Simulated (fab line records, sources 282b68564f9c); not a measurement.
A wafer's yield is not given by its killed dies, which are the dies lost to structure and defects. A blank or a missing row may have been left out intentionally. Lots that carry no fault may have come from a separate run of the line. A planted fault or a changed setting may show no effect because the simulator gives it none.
fab line records	flow ritCmos
record lots=5	wafers=23
route steps=202 shown ACTIVE@4 FOX1@20 NWELL@30 PWELL@47 WELLDRIVE@50 NRETRO@54 PRETRO@72 GATE@84 REOX@101 PLDD@115 M1@202
startH: the number of hours between the record's first day and the start of the first shown wafer of the lot	waitH: hours elapsed since this lot's preceding step	" unchanged from the row above	L1.1+2: several wafers, shown together as one row	- value missing, or start not given	* or withheld: withheld	< > ~ a bound
route shown NAME@n: names a module that has steps shown in the file, with the first one's number in the route	usual: the fault-free wafers' mean and standard deviation	same: alike in all rows	chamber/n: place in a boat	sites: the reading at each site	_std_site: standard deviation of those values	_edge_site: the outer-site mean with the inner-site mean subtracted	radiusMm: how far each site lies from the wafer's centre	mask NAME#n: copy n	behind: tool/chamber where the wafer was last shaped	hold: the reason the lot was held/the length of the hold in hours/how it ended	device: the transistor (n, p or np) that didn't switch	end of line: tests of these same wafers at the route's end	a step with no rows: only its recipe	killed: dies that structure and defects cost at the first sort, which is not the same as the wafer's yield	map: shows each die of a wafer: x if killed, . if not, _ if none is there
set.NAME: the setting as run; set.NAME@STEP: as run at that earlier step	model.NAME: the simulator's own value behind a step, which no gauge read
lots whose settings were changed on purpose; a table a step, a row a wafer
## steps
# step RIT_ACTIVE_CVD_03
# recipe material=Si3N4	targetThkNm=150	tempC=810	precursor=SiH2Cl2/NH3	timeS=1500	pressureMtorr=300	sih2cl2FlowSccm=60	nh3FlowSccm=150
lot.wafer	tool	chamber	startH	waitH	set.nh3FlowSccm
L074.2+3+4+5+6	-	-	-	0.0	140.6
L077.3+4+5	lpcvd-01	0	27.11	0.0	150
L078.1+2+3+5+6	-	-	-	0.1	168.5
L081.1+3+4+5+6	-	-	-	0.1	156.8
L084.1+2+3+4+6	-	-	-	0.1	142.3
# step RIT_FOX1_OXIDATION_00
# recipe tempC=1100	ambient=H2O	targetThkA=3507	pH2oTorr=720	oxTimeS=1130
lot.wafer	tool	chamber	startH	waitH	set.oxTimeS	set.nh3FlowSccm@ACTIVE_CVD_03	model.Si3N4_of_ACTIVE_CVD_03.thkNm
L074.2+5	-	-	-	0.0	1130	140.6	136.6
L074.3	"	-	"	"	1130	140.6	136
L074.4	"	-	"	"	1130	140.6	135.7
L074.6	"	-	"	"	1130	140.6	135.3
L077.3	furnace-03	0	31.23	0.7	1130	150	145.7
L077.4	"	0	"	"	1130	150	146.4
L077.5	"	0	"	"	1130	150	145.3
L078.1+5	-	-	-	1.4	1077	168.5	156.6
L078.2	"	-	"	"	1077	168.5	155.3
L078.3	"	-	"	"	1077	168.5	156.3
L078.6	"	-	"	"	1077	168.5	156.1
L081.1	-	-	-	0.1	986.2	156.8	147.1
L081.3+5	"	-	"	"	986.2	156.8	145.6
L081.4	"	-	"	"	986.2	156.8	146.4
L081.6	"	-	"	"	986.2	156.8	146.2
L084.1	-	-	-	0.5	1130	142.3	138.2
L084.2	"	-	"	"	1130	142.3	138.3
L084.3	"	-	"	"	1130	142.3	138.6
L084.4	"	-	"	"	1130	142.3	137.5
L084.6	"	-	"	"	1130	142.3	138.4
# step RIT_NWELL_SOFTBAKE_02
# recipe resist=NOVOLAK	tempC=90	timeS=60
lot.wafer	tool	chamber	startH	waitH	set.tempC
L074.2+3+4	lithoTrack-01	0	19.64	0.1	90
L074.5+6	"	0	"	"	92.7
L077.3+4+5	lithoTrack-03	0	35.60	0.1	90
L078.1+2+6	lithoTrack-02	0	41.09	0.1	87.04
L078.3+5	"	0	"	"	90
L081.1+5	lithoTrack-01	0	54.90	0.1	90
L081.3+4+6	"	0	"	"	88.95
L084.1+4+6	lithoTrack-02	0	71.91	0.1	93.52
L084.2+3	"	0	"	"	90
# step RIT_NWELL_DEVELOP_05
# recipe resist=NOVOLAK	developTimeS=68	devTempC=23
lot.wafer	tool	chamber	startH	waitH	set.developTimeS	set.tempC@NWELL_SOFTBAKE_02	model.NOVOLAK_of_NWELL_COAT_01.thkNm
L074.2+3	lithoTrack-02	0	-	-	68	90	1306
L074.4	"	0	"	"	75.78	90	1302
L074.5	"	0	"	"	75.78	92.7	1294
L074.6	"	0	"	"	68	92.7	1292
L077.3	lithoTrack-02	0	-	-	68	90	1292
L077.4	"	0	"	"	68	90	1296
L077.5	"	0	"	"	68	90	1299
L078.1	lithoTrack-02	0	-	-	61.65	87.04	1303
L078.2	"	0	"	"	61.65	87.04	1302
L078.3	"	0	"	"	68	90	1295
L078.5	"	0	"	"	61.65	90	1295
L078.6	"	0	"	"	68	87.04	1303
L081.1+5	lithoTrack-03	0	-	-	68	90	1305
L081.3	"	0	"	"	68	88.95	1308
L081.4	"	0	"	"	68	88.95	1307
L081.6	"	0	"	"	68	88.95	1310
L084.1	lithoTrack-02	0	-	-	68	93.52	1280
L084.2	"	0	"	"	68	90	1295
L084.3	"	0	"	"	77.07	90	1298
L084.4	"	0	"	"	77.07	93.52	1279
L084.6	"	0	"	"	77.07	93.52	1280
# step RIT_PWELL_IMPLANT_08
# recipe species=B	energyKev=170	doseCm2=7e+13	tiltDeg=7
lot.wafer	tool	chamber	startH	waitH	set.doseCm2
L074.2+6	implanter-04	0	22.47	0.2	6.501e+13
L074.3+4+5	"	0	"	"	7e+13
L077.3+4+5	implanter-04	0	38.15	0.2	7e+13
L078.1+5	implanter-04	0	43.76	0.2	7e+13
L078.2+3+6	"	0	"	"	6.598e+13
L081.1+4+6	implanter-02	0	57.44	0.2	6.689e+13
L081.3+5	"	0	"	"	7e+13
L084.1+2+3	implanter-03	0	74.45	0.2	7e+13
L084.4+6	"	0	"	"	6.484e+13
# step RIT_PWELL_STRIP_09
# recipe chemistry=O2	timeS=180	resist=NOVOLAK	platenTempC=withheld	powerW=500	pressureMtorr=4000	o2FlowSccm=4000
# step RIT_PWELL_TW_MEAS_10
# usual PWELL_TW=951/6.4
lot.wafer	tool	chamber	startH	waitH	set.doseCm2@PWELL_IMPLANT_08	PWELL_TW
L074.2	filmMetro-03	-	22.78	0.1	6.501e+13	936
L074.3	"	-	"	"	7e+13	961
L074.4	"	-	"	"	7e+13	958
L074.5	"	-	"	"	7e+13	952
L074.6	"	-	"	"	6.501e+13	933
L077.3	filmMetro-03	-	38.44	0.1	7e+13	945
L077.4	"	-	"	"	7e+13	947
L077.5	"	-	"	"	7e+13	951
L078.1	filmMetro-03	-	44.09	0.1	7e+13	946
L078.2	"	-	"	"	6.598e+13	930
L078.3	"	-	"	"	6.598e+13	928
L078.5	"	-	"	"	7e+13	946
L078.6	"	-	"	"	6.598e+13	928
L081.1	filmMetro-01	-	57.76	0.1	6.689e+13	934
L081.3	"	-	"	"	7e+13	943
L081.4	"	-	"	"	6.689e+13	926
L081.5	"	-	"	"	7e+13	948
L081.6	"	-	"	"	6.689e+13	934
L084.1	filmMetro-03	-	74.77	0.1	7e+13	959
L084.2	"	-	"	"	7e+13	963
L084.3	"	-	"	"	7e+13	960
L084.4	"	-	"	"	6.484e+13	940
L084.6	"	-	"	"	6.484e+13	936
# step RIT_WELLDRIVE_ANNEAL_00
# recipe tempC=1100	timeS=14700	ambient=N2
# step RIT_WELLDRIVE_RS_MEAS_02
# recipe thkMeasGauge=four-point-probe
# usual PWELL_RS=428.8/1.1
lot.wafer	tool	chamber	startH	waitH	set.doseCm2@PWELL_IMPLANT_08	PWELL_RS[ohm/sq]
L074.2	filmMetro-02	-	28.05	0.1	6.501e+13	451.7
L074.3	"	-	"	"	7e+13	430.4
L074.4	"	-	"	"	7e+13	430.6
L074.5	"	-	"	"	7e+13	430.6
L074.6	"	-	"	"	6.501e+13	449.9
L077.3	filmMetro-02	-	44.28	0.1	7e+13	427.6
L077.4	"	-	"	"	7e+13	427.9
L077.5	"	-	"	"	7e+13	428.0
L078.1	filmMetro-03	-	49.35	0.1	7e+13	428.8
L078.2	"	-	"	"	6.598e+13	445.6
L078.3	"	-	"	"	6.598e+13	444.6
L078.5	"	-	"	"	7e+13	427.7
L078.6	"	-	"	"	6.598e+13	445.5
L081.1	filmMetro-03	-	63.03	0.1	6.689e+13	439.9
L081.3	"	-	"	"	7e+13	429.3
L081.4	"	-	"	"	6.689e+13	441.0
L081.5	"	-	"	"	7e+13	428.3
L081.6	"	-	"	"	6.689e+13	441.0
L084.1	filmMetro-01	-	80.04	0.1	7e+13	428.3
L084.2	"	-	"	"	7e+13	427.1
L084.3	"	-	"	"	7e+13	427.6
L084.4	"	-	"	"	6.484e+13	448.4
L084.6	"	-	"	"	6.484e+13	448.4
# step RIT_NRETRO_COAT_01
# recipe resist=NOVOLAK	spinRpm=2000	resistThkNm=1300
lot.wafer	tool	chamber	startH	waitH	set.resistThkNm	model.NOVOLAK_of_NRETRO_COAT_01.thkNm
L074.2	lithoTrack-03	0	28.33	0.1	1327	1327
L074.3	"	0	"	"	1300	1305
L074.4	"	0	"	"	1327	1335
L074.5	"	0	"	"	1300	1304
L074.6	"	0	"	"	1327	1333
L077.3+5	lithoTrack-02	0	44.56	0.1	1300	1300
L077.4	"	0	"	"	1300	1299
L078.1	lithoTrack-03	0	49.62	0.1	1258	1255
L078.2	"	0	"	"	1300	1296
L078.3	"	0	"	"	1300	1300
L078.5	"	0	"	"	1300	1294
L078.6	"	0	"	"	1258	1259
L081.1	lithoTrack-04	0	63.30	0.1	1272	1272
L081.3	"	0	"	"	1300	1298
L081.4	"	0	"	"	1300	1297
L081.5	"	0	"	"	1272	1268
L081.6	"	0	"	"	1272	1270
L084.1	lithoTrack-02	0	80.31	0.1	1300	1299
L084.2	"	0	"	"	1240	1240
L084.3	"	0	"	"	1300	1302
L084.4+6	"	0	"	"	1240	1242
# step RIT_NRETRO_SOFTBAKE_02
# recipe resist=NOVOLAK	tempC=90	timeS=60
# step RIT_NRETRO_EXPOSE_03
# recipe maskId=M4	na=0.57	targetCdNm=43900	doseMj=250
# step RIT_NRETRO_DEVELOP_05
# recipe resist=NOVOLAK	developTimeS=68	devTempC=23
# step RIT_NRETRO_HARDBAKE_07
# recipe resist=NOVOLAK	tempC=140	timeS=120
lot.wafer	tool	chamber	startH	waitH	set.resistThkNm@NRETRO_COAT_01	model.NOVOLAK_of_NRETRO_COAT_01.thkNm
L074.2	lithoTrack-03	0	29.24	0.1	1327	1160
L074.3	"	0	"	"	1300	1141
L074.4	"	0	"	"	1327	1167
L074.5	"	0	"	"	1300	1140
L074.6	"	0	"	"	1327	1166
L077.3+5	lithoTrack-03	0	45.36	0.1	1300	1137
L077.4	"	0	"	"	1300	1136
L078.1	lithoTrack-04	0	50.39	0.0	1258	1098
L078.2	"	0	"	"	1300	1133
L078.3	"	0	"	"	1300	1137
L078.5	"	0	"	"	1300	1131
L078.6	"	0	"	"	1258	1102
L081.1	lithoTrack-04	0	64.19	0.0	1272	1112
L081.3	"	0	"	"	1300	1136
L081.4	"	0	"	"	1300	1134
L081.5	"	0	"	"	1272	1110
L081.6	"	0	"	"	1272	1111
L084.1	lithoTrack-03	0	81.07	0.0	1300	1136
L084.2	"	0	"	"	1240	1085
L084.3	"	0	"	"	1300	1139
L084.4+6	"	0	"	"	1240	1087
# step RIT_PRETRO_IMPLANT_08
# recipe species=B	energyKev=45	doseCm2=1.2e+13	tiltDeg=7
lot.wafer	tool	chamber	startH	waitH	set.energyKev	model.implant.rpNm	model.implant.drpNm
L074.2+4+5	implanter-01	0	31.02	0.2	45	146.3	55.07
L074.3+6	"	0	"	"	43.9	142.9	54.27
L077.3+4+5	implanter-04	0	47.13	0.2	45	146.7	55.07
L078.1+2+6	implanter-03	0	52.19	0.2	45	146.3	55.07
L078.3+5	"	0	"	"	44.19	143.8	54.48
L081.1+3+5	implanter-01	0	65.99	0.2	45	145	55.07
L081.4+6	"	0	"	"	43.71	141	54.13
L084.1+4	implanter-01	0	83.00	0.2	42.81	135.4	53.45
L084.2+3+6	"	0	"	"	45	142	55.07
# step RIT_GATE_CVD_08
# recipe material=poly-Si	targetThkNm=250	tempC=610	precursor=SiH4	timeS=2220	pressureMtorr=300	sih4FlowSccm=100
lot.wafer	tool	chamber	startH	waitH	set.sih4FlowSccm	model.poly-Si_of_GATE_CVD_08.thkNm
L074.2	-	-	-	0.0	86.03	217.7
L074.3	"	-	"	"	86.03	218
L074.4	"	-	"	"	86.03	219.8
L074.5+6	"	-	"	"	86.03	217.2
L077.3	lpcvd-01	1	50.74	0.0	100	249.8
L077.4+5	"	1	"	"	100	252.4
L078.1	-	-	-	0.1	100	249.5
L078.2	"	-	"	"	100	250.4
L078.3	"	-	"	"	100	248.2
L078.5	"	-	"	"	100	250.5
L078.6	"	-	"	"	100	249
L081.1	-	-	-	0.1	100	248.1
L081.3	"	-	"	"	100	248
L081.4	"	-	"	"	100	246.1
L081.5	"	-	"	"	100	246.9
L081.6	"	-	"	"	100	249.6
L084.1	-	-	-	0.1	104.5	262.6
L084.2+3	"	-	"	"	104.5	262.1
L084.4	"	-	"	"	104.5	261.7
L084.6	"	-	"	"	104.5	260.5
# step RIT_GATE_THK_MEAS_09
# recipe reads=poly-Si_of_GATE_CVD_08
# usual GATE_POLY_THK=250.4/2
lot.wafer	tool	chamber	startH	waitH	set.sih4FlowSccm@GATE_CVD_08	GATE_POLY_THK[nm]
L074.2	filmMetro-03	-	-	-	86.03	217.7
L074.3	"	-	"	"	86.03	218.2
L074.4	"	-	"	"	86.03	219.7
L074.5	"	-	"	"	86.03	217.1
L074.6	"	-	"	"	86.03	217.2
L077.3	filmMetro-02	-	52.37	0.0	100	249.6
L077.4	"	-	"	"	100	252.3
L077.5	"	-	"	"	100	252.2
L078.1	filmMetro-02	-	-	-	100	249.6
L078.2	"	-	"	"	100	250.3
L078.3	"	-	"	"	100	248.2
L078.5	"	-	"	"	100	250.5
L078.6	"	-	"	"	100	248.9
L081.1	filmMetro-03	-	-	-	100	248.1
L081.3	"	-	"	"	100	248.1
L081.4	"	-	"	"	100	246.1
L081.5	"	-	"	"	100	246.8
L081.6	"	-	"	"	100	249.8
L084.1	filmMetro-04	-	-	-	104.5	262.6
L084.2	"	-	"	"	104.5	262.1
L084.3	"	-	"	"	104.5	262.2
L084.4	"	-	"	"	104.5	262.0
L084.6	"	-	"	"	104.5	260.3
# step RIT_GATE_DEVELOP_15
# recipe resist=NOVOLAK	developTimeS=50	devTempC=23
lot.wafer	tool	chamber	startH	waitH	set.developTimeS
L074.2+3+6	lithoTrack-03	0	-	-	50
L074.4+5	"	0	"	"	43.15
L077.3+4+5	lithoTrack-03	0	-	-	50
L078.1+3+6	lithoTrack-01	0	-	-	44.97
L078.2+5	"	0	"	"	50
L081.1+3	lithoTrack-02	0	-	-	45.94
L081.4+5+6	"	0	"	"	50
L084.1+2+3+4+6	lithoTrack-03	0	-	-	50
# step RIT_GATE_HARDBAKE_18
# recipe resist=NOVOLAK	tempC=140	timeS=60
# step RIT_GATE_ETCH_19
# recipe chemistry=SF6/CHF3/O2	timeS=165	SF6_flow_sccm=30	CHF3_flow_sccm=30	O2_flow_sccm=5	target=poly-Si	pressureMtorr=40	rfW=160	targetDepthA=3125	overEtchFrac=0.25	stopOn=SiO2
lot.wafer	tool	chamber	startH	waitH	set.sih4FlowSccm@GATE_CVD_08	model.etch.depthNm	model.GATE.featureDepthNm
L074.2	rieSi-02	1	36.29	0.1	86.03	217.7	217.7
L074.3	"	2	"	"	86.03	218	218
L074.4	"	3	"	"	86.03	219.8	219.8
L074.5+6	"	1,2	"	"	86.03	217.2	217.2
L077.3	rieSi-01	0	53.69	0.1	100	249.8	249.8
L077.4+5	"	2,0	"	"	100	252.4	252.4
L078.1	rieSi-02	3	57.39	0.1	100	249.5	249.5
L078.2	"	0	"	"	100	250.4	250.4
L078.3	"	1	"	"	100	248.2	248.2
L078.5	"	2	"	"	100	250.5	250.5
L078.6	"	1	"	"	100	249	249
L081.1	rieSi-01	0	73.88	0.1	100	248.1	248.1
L081.3	"	3	"	"	100	248	248
L081.4	"	2	"	"	100	246.1	246.1
L081.5	"	2	"	"	100	246.9	246.9
L081.6	"	1	"	"	100	249.6	249.6
L084.1	rieSi-02	3	88.21	0.1	104.5	262.6	262.6
L084.2+3	"	0,1	"	"	104.5	262.1	262.1
L084.4	"	2	"	"	104.5	261.7	261.7
L084.6	"	3	"	"	104.5	260.5	260.5
# step RIT_REOX_OXIDATION_03
# recipe tempC=900	ambient=O2	targetThkA=252	oxTimeS=5580
lot.wafer	tool	chamber	startH	waitH	set.tempC	model.SiO2_of_REOX_OXIDATION_03.thkNm
L074.2	-	-	-	0.6	908.6	27.86
L074.3	"	-	"	"	908.6	27.81
L074.4	"	-	"	"	908.6	27.35
L074.5	"	-	"	"	908.6	27.68
L074.6	"	-	"	"	908.6	27.45
L077.3	furnace-02	0	54.46	0.0	900	25.79
L077.4	"	0	"	"	900	25.45
L077.5	"	0	"	"	900	25.61
L078.1	-	-	-	0.0	900	24.88
L078.2	"	-	"	"	900	25.4
L078.3	"	-	"	"	900	25.14
L078.5	"	-	"	"	900	25.06
L078.6	"	-	"	"	900	24.92
L081.1	-	-	-	0.0	900	25.29
L081.3	"	-	"	"	900	25.22
L081.4	"	-	"	"	900	24.81
L081.5	"	-	"	"	900	24.79
L081.6	"	-	"	"	900	25.28
L084.1	-	-	-	0.7	926.3	33.01
L084.2	"	-	"	"	926.3	32.88
L084.3	"	-	"	"	926.3	32.83
L084.4	"	-	"	"	926.3	32.66
L084.6	"	-	"	"	926.3	32.78
# step RIT_REOX_THK_MEAS_04
# recipe reads=SiO2_of_REOX_OXIDATION_03
# usual REOX_OXIDE_THK=25.29/0.27
lot.wafer	tool	chamber	startH	waitH	set.tempC@REOX_OXIDATION_03	REOX_OXIDE_THK[nm]
L074.2	filmMetro-01	-	-	-	908.6	27.85
L074.3	"	-	"	"	908.6	27.83
L074.4	"	-	"	"	908.6	27.30
L074.5	"	-	"	"	908.6	27.69
L074.6	"	-	"	"	908.6	27.42
L077.3	filmMetro-01	-	57.03	0.0	900	25.87
L077.4	"	-	"	"	900	25.49
L077.5	"	-	"	"	900	25.65
L078.1	filmMetro-02	-	-	-	900	24.92
L078.2	"	-	"	"	900	25.38
L078.3	"	-	"	"	900	25.10
L078.5	"	-	"	"	900	25.05
L078.6	"	-	"	"	900	24.90
L081.1	filmMetro-03	-	-	-	900	25.21
L081.3	"	-	"	"	900	25.24
L081.4	"	-	"	"	900	24.82
L081.5	"	-	"	"	900	24.75
L081.6	"	-	"	"	900	25.30
L084.1	filmMetro-03	-	-	-	926.3	33.00
L084.2	"	-	"	"	926.3	32.96
L084.3	"	-	"	"	926.3	32.71
L084.4	"	-	"	"	926.3	32.68
L084.6	"	-	"	"	926.3	32.79
# step RIT_PLDD_COAT_01
# recipe resist=NOVOLAK	spinRpm=3250	resistThkNm=1000
lot.wafer	tool	chamber	startH	waitH	set.spinRpm	model.NOVOLAK_of_PLDD_COAT_01.thkNm
L074.2	lithoTrack-02	0	42.00	0.1	3020	1035
L074.3	"	0	"	"	3020	1033
L074.4	"	0	"	"	3020	1037
L074.5	"	0	"	"	3250	998.3
L074.6	"	0	"	"	3250	997.7
L077.3+5	lithoTrack-02	0	58.82	0.1	3250	1001
L077.4	"	0	"	"	3250	999.6
L078.1	lithoTrack-04	0	62.37	0.1	3250	999.2
L078.2	"	0	"	"	3250	999.7
L078.3+6	"	0	"	"	3250	1000
L078.5	"	0	"	"	3250	999.6
L081.1+4+6	lithoTrack-02	0	79.19	0.1	3250	1002
L081.3	"	0	"	"	3250	1003
L081.5	"	0	"	"	3250	1004
L084.1+2	lithoTrack-03	0	93.99	0.1	3149	1019
L084.3	"	0	"	"	3250	1005
L084.4	"	0	"	"	3250	1003
L084.6	"	0	"	"	3149	1018
# step RIT_PLDD_SOFTBAKE_02
# recipe resist=NOVOLAK	tempC=90	timeS=60
# step RIT_PLDD_EXPOSE_03
# recipe maskId=M8	na=0.57	targetCdNm=40900	doseMj=250
# step RIT_PLDD_DEVELOP_05
# recipe resist=NOVOLAK	developTimeS=50	devTempC=23
# step RIT_PLDD_HARDBAKE_07
# recipe resist=NOVOLAK	tempC=140	timeS=60
lot.wafer	tool	chamber	startH	waitH	set.spinRpm@PLDD_COAT_01	model.NOVOLAK_of_PLDD_COAT_01.thkNm
L074.2	lithoTrack-03	0	42.87	0.0	3020	914
L074.3	"	0	"	"	3020	912.3
L074.4	"	0	"	"	3020	915.7
L074.5	"	0	"	"	3250	882.3
L074.6	"	0	"	"	3250	881.8
L077.3	lithoTrack-03	0	59.68	0.1	3250	884.9
L077.4	"	0	"	"	3250	883.4
L077.5	"	0	"	"	3250	885
L078.1	lithoTrack-03	0	63.20	0.0	3250	883
L078.2	"	0	"	"	3250	883.5
L078.3	"	0	"	"	3250	884.2
L078.5	"	0	"	"	3250	883.4
L078.6	"	0	"	"	3250	884.1
L081.1	lithoTrack-04	0	79.93	0.0	3250	885.2
L081.3	"	0	"	"	3250	886
L081.4	"	0	"	"	3250	885.8
L081.5	"	0	"	"	3250	887.3
L081.6	"	0	"	"	3250	885.6
L084.1	lithoTrack-04	0	94.94	0.0	3149	900.4
L084.2	"	0	"	"	3149	900.3
L084.3	"	0	"	"	3250	888
L084.4	"	0	"	"	3250	886.8
L084.6	"	0	"	"	3149	899.5
# step RIT_M1_PROBE_99
lot.wafer	tool	chamber	startH	waitH	set.developTimeS@GATE_DEVELOP_15	set.tempC@REOX_OXIDATION_03	model.etest.nldd.rsOhmSq	model.etest.nmos_0p15.rOnOhmUm	model.etest.nmos_0p3.rOnOhmUm	model.etest.pldd.lineOhmUm	model.etest.pldd.rsOhmSq	model.etest.pmos_0p15.rOnOhmUm	model.etest.pmos_0p3.rOnOhmUm
L074.2	prober-01	-	56.58	0.1	50	908.6	449.8	1147	2152	217	691.4	2884	6511
L074.3	prober-01	-	56.63	0.2	50	908.6	454.9	1177	2194	212.9	686.4	2874	6420
L074.4	prober-01	-	56.68	0.2	43.15	908.6	442.9	1342	2352	201.8	640.3	3494	7054
L074.5	prober-01	-	56.73	0.2	43.15	908.6	449	1350	2372	216.1	672.6	3482	7052
L074.6	prober-01	-	56.78	0.2	50	908.6	440.3	1135	2138	208.7	655.1	2865	6509
L077.3	prober-01	-	74.04	0.2	50	900	376.6	1155	2207	164.6	520.1	2863	6529
L077.4	prober-01	-	74.09	0.2	50	900	372.4	1136	2176	159.2	505	2778	6412
L077.5	prober-01	-	74.14	0.2	50	900	374.1	1112	2198	161.7	508.5	2758	6374
L078.1	prober-02	-	78.67	0.1	44.97	900	400.8	1275	2334	151.9	494.2	3381	7034
L078.2	prober-02	-	78.72	0.1	50	900	413.4	1170	2193	162.2	522.5	2976	6576
L078.3	prober-02	-	78.77	0.2	44.97	900	401.7	1288	2283	150	486.4	3314	6881
L078.5	prober-02	-	78.87	0.2	50	900	406.7	1176	2201	151.3	486.4	2861	6487
L078.6	prober-02	-	78.92	0.2	44.97	900	401.1	1244	2257	149.2	478.4	3260	6784
L081.1	prober-01	-	95.07	0.1	45.94	900	387.9	1266	2256	160.4	525.6	3199	6711
L081.3	prober-01	-	95.17	0.2	45.94	900	387	1279	2300	159.5	511.2	3158	6698
L081.4	prober-01	-	95.22	0.2	50	900	379	1134	2175	154.1	492.3	2802	6315
L081.5	prober-01	-	95.27	0.2	50	900	379.8	1157	2178	151.5	492.1	2833	6319
L081.6	prober-01	-	95.32	0.2	50	900	389.3	1181	2198	160.4	518.2	2856	6444
L084.1	prober-02	-	109.36	0.1	50	926.3	620.2	1590	2608	600.5	1924	-	-
L084.2	prober-02	-	109.41	0.1	50	926.3	614.2	1558	2537	554.1	1750	4684	8108
L084.3	prober-02	-	109.46	0.2	50	926.3	611	1541	2544	576.1	1827	4806	8290
L084.4	prober-02	-	109.51	0.2	50	926.3	597.4	1545	2539	572.4	1794	4774	8149
L084.6	prober-02	-	109.61	0.2	50	926.3	601.8	1520	2516	546.8	1708	4675	8175
# killed by level:class
L077.3 FOX1:geometricParticle:open=1 REOX:geometricParticle:short=1 SPACER:geometricParticle:open=1 SPACER:geometricParticle:short=1
L077.4 SILICIDE:geometricParticle:open=2 FOX1:geometricParticle:open=1 FOX1:geometricParticle:short=1 REOX:geometricParticle:open=1 SPACER:geometricParticle:open=1
L077.5 SILICIDE:geometricParticle:open=3
## key
split step=RIT_ACTIVE_CVD_03	setting=nh3FlowSccm	stated=150	by=lot
response step=RIT_FOX1_OXIDATION_00	reading=model.Si3N4_of_ACTIVE_CVD_03.thkNm	change=+1.03	per=1%	r=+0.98
split step=RIT_FOX1_OXIDATION_00	setting=oxTimeS	stated=1130	by=lot
response none clear
split step=RIT_NWELL_SOFTBAKE_02	setting=tempC	stated=90	by=wafer
response step=RIT_NWELL_DEVELOP_05	reading=model.NOVOLAK_of_NWELL_COAT_01.thkNm	change=-3.62	per=1%	r=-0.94
split step=RIT_NWELL_DEVELOP_05	setting=developTimeS	stated=68	by=wafer
response none clear
split step=RIT_PWELL_IMPLANT_08	setting=doseCm2	stated=7e+13	by=wafer
response step=RIT_PWELL_TW_MEAS_10	reading=PWELL_TW	change=+3.1	per=1%	r=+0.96
response step=RIT_WELLDRIVE_RS_MEAS_02	reading=PWELL_RS	change=-2.84	per=1%	r=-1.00
split step=RIT_NRETRO_COAT_01	setting=resistThkNm	stated=1300	by=wafer
response step=RIT_NRETRO_COAT_01	reading=model.NOVOLAK_of_NRETRO_COAT_01.thkNm	change=+12.7	per=1%	r=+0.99
response step=RIT_NRETRO_HARDBAKE_07	reading=model.NOVOLAK_of_NRETRO_COAT_01.thkNm	change=+11	per=1%	r=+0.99
split step=RIT_PRETRO_IMPLANT_08	setting=energyKev	stated=45	by=wafer
response step=RIT_PRETRO_IMPLANT_08	reading=model.implant.rpNm	change=+1.36	per=1%	r=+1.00
response step=RIT_PRETRO_IMPLANT_08	reading=model.implant.drpNm	change=+0.331	per=1%	r=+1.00
split step=RIT_GATE_CVD_08	setting=sih4FlowSccm	stated=100	by=lot
response step=RIT_GATE_CVD_08	reading=model.poly-Si_of_GATE_CVD_08.thkNm	change=+2.32	per=1%	r=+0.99
response step=RIT_GATE_THK_MEAS_09	reading=GATE_POLY_THK	change=+2.32	per=1%	r=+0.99
response step=RIT_GATE_ETCH_19	reading=model.etch.depthNm	change=+2.32	per=1%	r=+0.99
response step=RIT_GATE_ETCH_19	reading=model.GATE.featureDepthNm	change=+2.32	per=1%	r=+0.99
split step=RIT_GATE_DEVELOP_15	setting=developTimeS	stated=50	by=wafer
response step=RIT_M1_PROBE_99	reading=model.etest.pmos_0p3.rOnOhmUm	change=-40.5	per=1%	r=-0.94
response step=RIT_M1_PROBE_99	reading=model.etest.pmos_0p15.rOnOhmUm	change=-43	per=1%	r=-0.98
response step=RIT_M1_PROBE_99	reading=model.etest.nmos_0p15.rOnOhmUm	change=-12.8	per=1%	r=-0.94
response step=RIT_M1_PROBE_99	reading=model.etest.nmos_0p3.rOnOhmUm	change=-12.6	per=1%	r=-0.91
split step=RIT_REOX_OXIDATION_03	setting=tempC	stated=900	by=lot
response step=RIT_REOX_OXIDATION_03	reading=model.SiO2_of_REOX_OXIDATION_03.thkNm	change=+2.61	per=1%	r=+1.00
response step=RIT_REOX_THK_MEAS_04	reading=REOX_OXIDE_THK	change=+2.61	per=1%	r=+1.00
response step=RIT_M1_PROBE_99	reading=model.etest.pldd.rsOhmSq	change=+439	per=1%	r=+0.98
response step=RIT_M1_PROBE_99	reading=model.etest.pldd.lineOhmUm	change=+140	per=1%	r=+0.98
response step=RIT_M1_PROBE_99	reading=model.etest.nldd.rsOhmSq	change=+74.7	per=1%	r=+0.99
split step=RIT_PLDD_COAT_01	setting=spinRpm	stated=3250	by=wafer
response step=RIT_PLDD_COAT_01	reading=model.NOVOLAK_of_PLDD_COAT_01.thkNm	change=-5.08	per=1%	r=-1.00
response step=RIT_PLDD_HARDBAKE_07	reading=model.NOVOLAK_of_PLDD_COAT_01.thkNm	change=-4.44	per=1%	r=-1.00
